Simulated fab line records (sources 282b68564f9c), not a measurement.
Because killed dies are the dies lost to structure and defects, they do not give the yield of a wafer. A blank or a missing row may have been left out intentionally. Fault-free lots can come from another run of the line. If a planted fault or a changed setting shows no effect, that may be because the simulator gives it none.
fab line records + flow ritCmos
[record]
- lots = 14
- wafers = 42
- lastDay = 7
route steps=202 shown GATE@84 M1@202
lots untouched by any fault: they come from a run of this same line in which no faults occurred
startH: the number of hours between the record's first day and the start of the first shown wafer of the lot + waitH: hours from the lot's prior step to this one + " unchanged from the row above + L1.1+2: several wafers, shown together as one row + - no value present, or no start provided + * or withheld: withheld + < > ~ a bound
route shown NAME@n: a module of which the file shows steps, and the number in the route of the first + usual: mean and standard deviation over wafers with no fault + same: alike in all rows + chamber/n: place in a boat + sites: the reading at each site + _std_site: how widely they spread, as a standard deviation + _edge_site: mean of outer sites minus mean of inner sites + radiusMm: how far each site lies from the wafer's centre + mask NAME#n: copy n + behind: tool/chamber where the wafer was last shaped + hold: why the lot was held/for how many hours/how that ended + device: the transistor (n, p or np) that didn't switch + end of line: tests of these same wafers at the route's end + a step with no rows: only its recipe + killed: not the wafer's yield, but the dies lost to structure and defects at the first sort + map: dies across one wafer; x = killed, . = not, _ = none there
set.NAME: the run value of the setting; set.NAME@STEP: its run value at that earlier step + model.NAME: the simulator's own value behind a step, which no gauge read
one table for each step of the route and one row for each wafer, over a sample of lots
services: the hour from which a tool's chamber was out of use, counted from the record's first day as startH (under 0 if before that day), plus the number of hours and why
[[steps]]
[step RIT_GATE_CVD_08]
[recipe]
- material = poly-Si
- targetThkNm = 250
- tempC = 610
- precursor = SiH4
- timeS = 2220
- pressureMtorr = 300
- sih4FlowSccm = 100
[usual]
- spikeTcCentreC = 611.9/1.4
- spikeTcSourceC = 631.1/2.5
- susceptorTempC = 609.97/0.23
| lot.wafer | tool     | chamber | startH | waitH | spikeTcCentreC | spikeTcSourceC | susceptorTempC |
|-----------|----------|---------|--------|-------|----------------|----------------|----------------|
| L793.2    | lpcvd-01 | 1       | 43.27  | 0.0   | 612.0          | 632.1          | 610.17         |
| L793.4    | "        | 1       | "      | "     | 611.5          | 629.9          | 609.80         |
| L793.6    | "        | 1       | "      | "     | 612.5          | 629.4          | 609.94         |
| L794.1    | lpcvd-02 | 0       | 44.58  | 0.1   | 613.7          | 634.9          | 609.94         |
| L794.2    | "        | 0       | "      | "     | 614.1          | 634.8          | 609.98         |
| L794.3    | "        | 0       | "      | "     | 614.2          | 635.6          | 610.09         |
| L795.2    | lpcvd-02 | 0       | 48.27  | 0.0   | 615.0          | 633.2          | 610.05         |
| L795.4    | "        | 0       | "      | "     | 612.5          | 634.6          | 609.88         |
| L795.5    | "        | 0       | "      | "     | 612.3          | 635.4          | 610.01         |
| L798.4    | lpcvd-02 | 1       | 60.82  | 0.9   | 606.1          | 622.2          | 604.31         |
| L798.5    | "        | 1       | "      | "     | 605.5          | 622.5          | 604.35         |
| L798.6    | "        | 1       | "      | "     | 605.0          | 622.3          | 604.67         |
| L800.1    | lpcvd-02 | 1       | 68.71  | 0.1   | 606.8          | 621.7          | 604.25         |
| L800.2    | "        | 1       | "      | "     | 605.1          | 621.5          | 604.55         |
| L800.6    | "        | 1       | "      | "     | 605.2          | 622.9          | 604.40         |
| L801.3    | lpcvd-01 | 1       | 74.45  | 0.0   | 612.5          | 630.9          | 609.99         |
| L801.5    | "        | 1       | "      | "     | 610.0          | 631.2          | 610.13         |
| L801.6    | "        | 1       | "      | "     | 611.0          | 631.7          | 610.45         |
| L806.2    | lpcvd-01 | 1       | 98.36  | 0.0   | 613.8          | 631.3          | 610.09         |
| L806.3    | "        | 1       | "      | "     | 613.4          | 631.9          | 609.82         |
| L806.6    | "        | 1       | "      | "     | 612.9          | 630.3          | 610.13         |
| L808.3    | lpcvd-01 | 1       | 108.08 | 0.0   | 612.2          | 631.2          | 609.88         |
| L808.4    | "        | 1       | "      | "     | 612.9          | 630.2          | 609.84         |
| L808.6    | "        | 1       | "      | "     | 614.5          | 631.5          | 609.82         |
| L809.3    | lpcvd-01 | 1       | 113.68 | 0.0   | 612.2          | 633.9          | 609.63         |
| L809.4    | "        | 1       | "      | "     | 611.6          | 629.5          | 609.84         |
| L809.6    | "        | 1       | "      | "     | 613.1          | 631.8          | 609.70         |
| L811.1    | lpcvd-01 | 0       | 123.39 | 0.1   | 612.0          | 630.4          | 609.92         |
| L811.3    | "        | 0       | "      | "     | 610.4          | 630.1          | 609.91         |
| L811.4    | "        | 0       | "      | "     | 611.3          | 632.5          | 609.96         |
| L812.1    | lpcvd-01 | 0       | 128.53 | 0.1   | 611.2          | 631.2          | 610.42         |
| L812.2    | "        | 0       | "      | "     | 610.1          | 630.8          | 610.25         |
| L812.3    | "        | 0       | "      | "     | 613.1          | 631.4          | 609.94         |
| L814.1    | lpcvd-02 | 1       | 138.69 | 0.1   | 612.1          | 627.3          | 610.15         |
| L814.3    | "        | 1       | "      | "     | 612.7          | 627.2          | 610.34         |
| L814.4    | "        | 1       | "      | "     | 609.9          | 625.9          | 610.08         |
| L815.1    | lpcvd-02 | 1       | 143.70 | 0.1   | 612.2          | 627.4          | 609.77         |
| L815.3    | "        | 1       | "      | "     | 611.1          | 628.5          | 609.67         |
| L815.5    | "        | 1       | "      | "     | 612.9          | 628.4          | 609.54         |
| L816.1    | lpcvd-01 | 0       | 148.85 | 0.1   | 610.5          | 629.7          | 609.91         |
| L816.2    | "        | 0       | "      | "     | 612.8          | 632.8          | 609.80         |
| L816.4    | "        | 0       | "      | "     | 610.5          | 630.8          | 609.96         |
[step RIT_GATE_THK_MEAS_09]
[recipe]
- reads = poly-Si_of_GATE_CVD_08
[usual]
- GATE_POLY_THK = 249.7/2.1
| lot.wafer | tool         | chamber | startH | waitH | GATE_POLY_THK[nm] |
|-----------|--------------|---------|--------|-------|-------------------|
| L793.2    | filmMetro-03 | -       | 44.89  | 0.0   | 252.1             |
| L793.4    | "            | -       | "      | "     | 251.3             |
| L793.6    | "            | -       | "      | "     | 249.3             |
| L794.1    | filmMetro-04 | -       | 46.20  | 0.0   | 249.7             |
| L794.2    | "            | -       | "      | "     | 250.1             |
| L794.3    | "            | -       | "      | "     | 249.9             |
| L795.2    | filmMetro-04 | -       | 50.70  | 0.0   | 245.4             |
| L795.4    | "            | -       | "      | "     | 245.5             |
| L795.5    | "            | -       | "      | "     | 244.2             |
| L798.4    | filmMetro-01 | -       | 62.47  | 0.0   | 220.6             |
| L798.5    | "            | -       | "      | "     | 219.4             |
| L798.6    | "            | -       | "      | "     | 220.8             |
| L800.1    | filmMetro-03 | -       | 70.32  | 0.0   | 214.0             |
| L800.2    | "            | -       | "      | "     | 212.8             |
| L800.6    | "            | -       | "      | "     | 215.0             |
| L801.3    | filmMetro-04 | -       | 76.08  | 0.0   | 253.8             |
| L801.5    | "            | -       | "      | "     | 249.6             |
| L801.6    | "            | -       | "      | "     | 252.8             |
| L806.2    | filmMetro-01 | -       | 99.99  | 0.0   | 251.7             |
| L806.3    | "            | -       | "      | "     | 250.8             |
| L806.6    | "            | -       | "      | "     | 252.6             |
| L808.3    | filmMetro-01 | -       | 109.72 | 0.0   | 250.8             |
| L808.4    | "            | -       | "      | "     | 249.2             |
| L808.6    | "            | -       | "      | "     | 248.3             |
| L809.3    | filmMetro-01 | -       | 115.31 | 0.0   | 249.0             |
| L809.4    | "            | -       | "      | "     | 251.3             |
| L809.6    | "            | -       | "      | "     | 249.6             |
| L811.1    | filmMetro-04 | -       | 125.01 | 0.0   | 252.5             |
| L811.3    | "            | -       | "      | "     | 252.0             |
| L811.4    | "            | -       | "      | "     | 252.7             |
| L812.1    | filmMetro-03 | -       | 130.15 | 0.0   | 248.9             |
| L812.2    | "            | -       | "      | "     | 250.6             |
| L812.3    | "            | -       | "      | "     | 248.5             |
| L814.1    | filmMetro-03 | -       | 140.31 | 0.0   | 251.2             |
| L814.3    | "            | -       | "      | "     | 250.5             |
| L814.4    | "            | -       | "      | "     | 250.7             |
| L815.1    | filmMetro-04 | -       | 145.32 | 0.0   | 249.6             |
| L815.3    | "            | -       | "      | "     | 248.3             |
| L815.5    | "            | -       | "      | "     | 249.3             |
| L816.1    | filmMetro-01 | -       | 150.47 | 0.0   | 250.4             |
| L816.2    | "            | -       | "      | "     | 249.7             |
| L816.4    | "            | -       | "      | "     | 248.2             |
[step RIT_GATE_ETCH_19]
[recipe]
- chemistry = SF6/CHF3/O2
- timeS = 165
- SF6_flow_sccm = 30
- CHF3_flow_sccm = 30
- O2_flow_sccm = 5
- target = poly-Si
- pressureMtorr = 40
- rfW = 160
- targetDepthA = 3125
- overEtchFrac = 0.25
- stopOn = SiO2
[usual]
- drypumpMotorCurrentA = 5.6/0.38
- oesProductAu = 0.840/0.0089
- throttleValvePct = 10.24/0.18
| lot.wafer | tool     | chamber | startH | waitH | drypumpMotorCurrentA | oesProductAu | rfHoursCounterH | throttleValvePct |
|-----------|----------|---------|--------|-------|----------------------|--------------|-----------------|------------------|
| L793.2    | rieSi-01 | 2       | 46.22  | 0.1   | 5.7                  | 0.839        | 2               | 10.31            |
| L793.4    | "        | 3       | "      | "     | 5.8                  | 0.833        | 146             | 10.21            |
| L793.6    | "        | 1       | "      | "     | 5.3                  | 0.847        | -               | 10.49            |
| L794.1    | rieSi-02 | 2       | 47.42  | 0.1   | 5.4                  | 0.841        | 144             | 9.96             |
| L794.2    | "        | 1       | "      | "     | 5.6                  | 0.848        | 1               | 10.49            |
| L794.3    | "        | 0       | "      | "     | 6.1                  | 0.836        | 30              | 10.25            |
| L795.2    | rieSi-01 | 1       | 52.23  | 0.1   | 5.3                  | 0.828        | 79              | 10.48            |
| L795.4    | "        | 2       | "      | "     | 5.7                  | 0.826        | 2               | 10.33            |
| L795.5    | "        | 2       | "      | "     | 5.7                  | 0.824        | -               | 10.31            |
| L798.4    | rieSi-02 | 0       | 64.06  | 0.1   | 6.1                  | 0.770        | -               | 10.24            |
| L798.5    | "        | 1       | "      | "     | 5.6                  | 0.771        | -               | 10.46            |
| L798.6    | "        | 2       | "      | "     | 5.4                  | 0.773        | -               | 9.98             |
| L800.1    | rieSi-02 | 2       | 71.54  | 0.1   | 5.4                  | 0.756        | 144             | 9.98             |
| L800.2    | "        | 1       | "      | "     | 5.6                  | 0.761        | 1               | 10.47            |
| L800.6    | "        | 2       | "      | "     | 5.4                  | 0.756        | -               | 10.00            |
| L801.3    | rieSi-01 | 3       | 77.41  | 0.1   | 5.8                  | 0.832        | 146             | 10.22            |
| L801.5    | "        | 3       | "      | "     | 5.8                  | 0.827        | -               | 10.20            |
| L801.6    | "        | 0       | "      | "     | 4.8                  | 0.847        | -               | 10.17            |
| L806.2    | rieSi-02 | 0       | 101.51 | 0.1   | 6.1                  | 0.845        | 31              | 10.25            |
| L806.3    | "        | 3       | "      | "     | 5.9                  | 0.858        | 0               | 10.01            |
| L806.6    | "        | 2       | "      | "     | 5.5                  | 0.853        | -               | 9.97             |
| L808.3    | rieSi-02 | 3       | 111.24 | 0.1   | 5.9                  | 0.849        | 0               | 10.00            |
| L808.4    | "        | 2       | "      | "     | 5.4                  | 0.839        | -               | 9.97             |
| L808.6    | "        | 0       | "      | "     | 6.1                  | 0.832        | -               | 10.24            |
| L809.3    | rieSi-01 | 2       | 116.76 | 0.1   | 5.7                  | 0.829        | 3               | 10.32            |
| L809.4    | "        | 0       | "      | "     | 4.8                  | 0.846        | 131             | 10.18            |
| L809.6    | "        | 0       | "      | "     | 4.8                  | 0.845        | -               | 10.18            |
| L811.1    | rieSi-01 | 1       | 126.35 | 0.1   | 5.3                  | 0.855        | 80              | 10.50            |
| L811.3    | "        | 0       | "      | "     | 4.8                  | 0.847        | 131             | 10.18            |
| L811.4    | "        | 3       | "      | "     | 5.8                  | 0.832        | 147             | 10.22            |
| L812.1    | rieSi-02 | 2       | 131.61 | 0.1   | 5.4                  | 0.831        | 145             | 9.95             |
| L812.2    | "        | 0       | "      | "     | 6.1                  | 0.842        | 31              | 10.24            |
| L812.3    | "        | 3       | "      | "     | 5.9                  | 0.854        | 0               | 10.03            |
| L814.1    | rieSi-02 | 0       | 141.65 | 0.1   | 6.1                  | 0.851        | 31              | 10.24            |
| L814.3    | "        | 2       | "      | "     | 5.4                  | 0.842        | 145             | 9.98             |
| L814.4    | "        | 3       | "      | "     | 5.9                  | 0.856        | 1               | 10.00            |
| L815.1    | rieSi-01 | 1       | 146.76 | 0.1   | 5.3                  | 0.839        | 80              | 10.48            |
| L815.3    | "        | 3       | "      | "     | 5.8                  | 0.829        | 0               | 10.22            |
| L815.5    | "        | 2       | "      | "     | 5.7                  | 0.840        | -               | 10.32            |
| L816.1    | rieSi-02 | 1       | 151.81 | 0.1   | 5.6                  | 0.845        | 2               | 10.49            |
| L816.2    | "        | 0       | "      | "     | 6.1                  | 0.849        | 31              | 10.24            |
| L816.4    | "        | 3       | "      | "     | 5.9                  | 0.848        | -               | 10.01            |
[step RIT_M1_PROBE_99]
[usual]
- killedAtContacts = 0.0/0.22
- killedAtFrontEnd = 7/3.2
- killedDies = 7/3.2
- killedOpen = 3.2/2.1
- killedShort = 3.5/2.2
[same]
- grossDies = 264
- killed_at_M0_to_M3 = 0
- killed_at_M4_up = 0
- killedAtBackSide = 0
- killedAtOther = 0
| lot.wafer | tool      | chamber | startH | waitH | killedAtContacts | killedAtFrontEnd | killedDies | killedOpen | killedShort |
|-----------|-----------|---------|--------|-------|------------------|------------------|------------|------------|-------------|
| L795.2    | prober-02 | -       | 72.37  | 0.1   | 0                | 7                | 7          | 3          | 4           |
| L795.4    | prober-02 | -       | 72.47  | 0.2   | 0                | 4                | 4          | 2          | 2           |
| L795.5    | prober-02 | -       | 72.52  | 0.2   | 0                | 7                | 7          | 1          | 6           |
| L800.1    | prober-01 | -       | 91.67  | 0.1   | 0                | 3                | 3          | 2          | 1           |
| L800.2    | prober-01 | -       | 91.72  | 0.1   | 1                | 7                | 8          | 4          | 4           |
| L800.6    | prober-01 | -       | 91.92  | 0.2   | 0                | 4                | 4          | 3          | 1           |
| L801.6    | prober-02 | -       | 97.87  | 0.2   | 0                | 7                | 7          | 4          | 3           |
| L816.1    | prober-01 | -       | 173.60 | 0.1   | 0                | 0                | 0          | 0          | 0           |
| L816.2    | prober-01 | -       | 173.65 | 0.1   | 0                | 13               | 13         | 3          | 10          |
| L816.4    | prober-01 | -       | 173.75 | 0.2   | 0                | 9                | 9          | 5          | 3           |
// killed by level:class
L795.2 GATE:geometricParticle:open=2 GATE:geometricParticle:short=2 FOX1:geometricParticle:short=1 SILICIDE:geometricParticle:short=1 SILICIDE:geometricParticle:open=1
L795.4 FOX1:geometricParticle:open=1 GATE:geometricParticle:short=1 SPACER:geometricParticle:open=1 SILICIDE:geometricParticle:short=1
L795.5 FOX2:geometricParticle:short=3 GATE:geometricParticle:short=2 GATE:geometricParticle:open=1 SILICIDE:geometricParticle:short=1
L800.1 REOX:geometricParticle:short=1 REOX:geometricParticle:open=1 SILICIDE:geometricParticle:open=1
L800.2 GATE:geometricParticle:open=2 SILICIDE:geometricParticle:short=2 ACTIVE:geometricParticle:short=1 FOX2:geometricParticle:short=1 REOX:geometricParticle:open=1 CONTACT:geometricParticle:open=1
L800.6 FOX1:geometricParticle:open=1 GATE:geometricParticle:open=1 SILICIDE:geometricParticle:open=1 SILICIDE:geometricParticle:short=1
L801.6 GATE:geometricParticle:open=3 GATE:geometricParticle:short=2 FOX1:geometricParticle:open=1 REOX:geometricParticle:short=1
L816.2 GATE:geometricParticle:short=7 GATE:geometricParticle:open=2 FOX1:geometricParticle:short=1 REOX:geometricParticle:short=1 SPACER:geometricParticle:open=1 SILICIDE:geometricParticle:short=1
L816.4 GATE:geometricParticle:open=5 GATE:geometricParticle:short=2 REOX:geometricParticle:short=1 ACTIVE:coatMicrobubblePrinted=1
[[services]]
| tool     | chamber | startH | hours | kind          |
|----------|---------|--------|-------|---------------|
| rieSi-01 | 2       | 49.87  | 1.8   | repair        |
| lpcvd-02 | -       | 56.49  | 4.3   | pm            |
| rieSi-02 | 3       | 60.33  | -     | clean         |
| rieSi-02 | 3       | 60.33  | 28.1  | scheduledDown |
| rieSi-02 | 3       | 60.33  | 28.1  | ventCycle     |
| rieSi-02 | 1       | 90.28  | 1.9   | repair        |
| rieSi-02 | 1       | 98.12  | 23.4  | repair        |
| lpcvd-01 | -       | 111.01 | 1.0   | repair        |
| rieSi-01 | -       | 120.46 | 2.8   | pm            |
| rieSi-01 | 3       | 128.29 | -     | clean         |
| rieSi-01 | 3       | 128.29 | 16.4  | scheduledDown |
| rieSi-01 | 3       | 128.29 | 16.4  | ventCycle     |
| rieSi-02 | 2       | 142.98 | 3.7   | repair        |
| rieSi-02 | 2       | 146.71 | -     | clean         |
| rieSi-02 | 2       | 146.71 | 17.2  | scheduledDown |
| rieSi-02 | 2       | 146.71 | 17.2  | ventCycle     |
[[key]]
[firstSign]
- step = RIT_GATE_CVD_08
- reading = susceptorTempC
- direction = down
- sigmas = 24
- usual = *
- struck = *
[effect]
- step = RIT_GATE_CVD_08
- reading = spikeTcCentreC
- direction = down
- sigmas = 4.4
- usual = 611.9
- struck = 605.7
[effect]
- step = RIT_GATE_THK_MEAS_09
- reading = GATE_POLY_THK
- direction = down
- sigmas = 16
- usual = 249.7
- struck = 217.1
[effect]
- step = RIT_GATE_ETCH_19
- reading = oesProductAu
- direction = down
- sigmas = 8.5
- usual = 0.840
- struck = 0.764
metAt RIT_GATE_CVD_08
struckLots L798,L800
struckWafers L798.4,L798.5,L798.6,L800.1,L800.2,L800.6
testerLeftOut L798,L800
[fault]
- kind = processParameterDrift
- tool = lpcvd-02
- chamber = 1
- onsetH = 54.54
- steps = RIT_GATE_CVD_08
- channel = tempC
- offset = *
- shape = step
- endH = 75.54
- actsIn = *
- stated = *
// testerLeftOut: of these lots the tester's yield and bins aren't shown, on N5 and GAA mostly nor the transistor test; their killed dies are dies lost to structure and defects alone, not to doping, threshold or leakage, so they don't give the yield
